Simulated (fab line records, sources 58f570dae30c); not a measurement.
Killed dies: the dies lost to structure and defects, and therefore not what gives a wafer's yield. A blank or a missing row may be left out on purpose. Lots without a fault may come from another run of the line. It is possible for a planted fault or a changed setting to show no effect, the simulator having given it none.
Chamber matching ; flow berkeley-cmos170 ; UCB170_M1_ETCH_11 on rie-diel-04: 4 sister chambers
The step etches BARC in N2/H2. 8 wafers are shown with their chamber, then 7 later ones without.

== WAFERS, EACH WITH ITS CHAMBER ==
wafer;chamber;throttle-valve-pct (%);drypump-motor-current-A (A)
L569.2;0;13.18;5.5
L570.3;2;13.44;6.0
L570.5;1;13.35;5.8
L574.2;3;12.99;6.5
L574.5;3;13.01;6.5
L574.6;0;13.17;5.6
L577.1;1;13.35;5.8
L577.2;2;13.45;6.0

== WAFERS MISSING THEIR CHAMBER ==
wafer;throttle-valve-pct (%);drypump-motor-current-A (A)
L577.3;13.17;5.6
L582.1;13.36;5.8
L582.2;13.47;6.0
L582.4;13.18;5.6
L583.1;13.17;5.5
L583.3;13.36;5.8
L583.5;13.01;6.5

== EACH ONE'S CHAMBER ==
wafer;from the rows above;in truth
L577.3;0;0
L582.1;1;1
L582.2;2;2
L582.4;0;0
L583.1;0;0
L583.3;1;1
L583.5;3;3
Correct placement for 7 of the 7. Left unplaced by these rows: 0. Placed wrongly: 0.
How it was worked out, from the rows above alone: a wafer's distance from a chamber is the root of the sum, over the readings, of the square of ((its reading less the chamber's mean) divided by the reading's scatter). If the next closest chamber is less than 2 further off than the closest, the wafer can't be placed; otherwise it belongs to the closest. Each chamber's mean is taken over the wafers shown for it. The scatter: take each reading less its chamber's mean, square it, sum over the shown wafers, divide by the number of wafers less the number of chambers, and take the root.
